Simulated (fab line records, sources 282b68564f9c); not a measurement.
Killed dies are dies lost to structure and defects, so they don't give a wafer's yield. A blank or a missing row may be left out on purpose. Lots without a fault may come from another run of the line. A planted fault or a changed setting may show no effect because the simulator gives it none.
One fault seen from 2 desks | flow rit_cmos | each desk has only its own numbers; what lay behind them comes last

THE TOOL OWNER'S DESK: rie_si-01
The tool's own readings at RIT_GATE_ETCH_19 (etches poly-Si in SF6/CHF3/O2, stops on SiO2, time 165 s, target depth 312.5 nm): means of the sampled wafers that have a number, for each lot that ran on this tool. A lot is out of limits, marked OUT, if its mean lies more than 4 standard deviations from the usual mean; the brackets give that distance.
Columns: A = CHF3_flow_sccm at RIT_GATE_ETCH_19, usual 30.01 sccm; B = drypump_motor_current_A at RIT_GATE_ETCH_19, usual 5.9 A; C = oes_product_au at RIT_GATE_ETCH_19, usual 0.854 a.u.; D = throttle_valve_pct at RIT_GATE_ETCH_19, usual 10.27 %
lot  | first seen here | A     | B   | C     | D
L261 | day 2 21:19     | 30.09 | 5.8 | 0.850 | 10.29
L267 | day 4 05:33     | 30.03 | 5.6 | 0.843 | 10.28
This desk's finding: nothing out of limits on any of the 2 lots.

THE METROLOGY DESK
What the gauges read, lot by lot, whatever tool the lot ran on: means of the sampled wafers that have a number. A lot is out of limits, marked OUT, if its mean lies more than 4 standard deviations from the usual mean; the brackets give that distance.
Columns: A = GATE_OXIDE_THK at RIT_GATE_THK_MEAS_07, usual 3.03 nm; B = GATE_POLY_THK at RIT_GATE_THK_MEAS_09, usual 250.1 nm; C = cd_nm at RIT_GATE_CD_MEAS_16, usual 150.0 nm; D = GATE_OVL at RIT_GATE_OVL_MEAS_17, usual 0.4 nm
lot  | first seen here | A    | B     | C     | D
L261 | day 2 18:18     | 3.05 | 251.4 | 147.1 | 0.5
L267 | day 4 02:33     | 2.95 | 250.1 | 148.1 | -0.3
L270 | day 4 16:15     | 2.90 | 250.3 | 150.3 | -0.5
L271 | day 5 01:25     | 3.06 | 253.7 | 150.5 | -1.0
L282 | day 7 01:59     | 3.01 | 252.2 | 154.7 | 1.2
This desk's finding: nothing out of limits on any of the 5 lots.

PUT TOGETHER
The tool owner's desk saw nothing out of limits.
The metrology desk saw nothing out of limits.

WHAT THE SIMULATOR HAD PUT IN
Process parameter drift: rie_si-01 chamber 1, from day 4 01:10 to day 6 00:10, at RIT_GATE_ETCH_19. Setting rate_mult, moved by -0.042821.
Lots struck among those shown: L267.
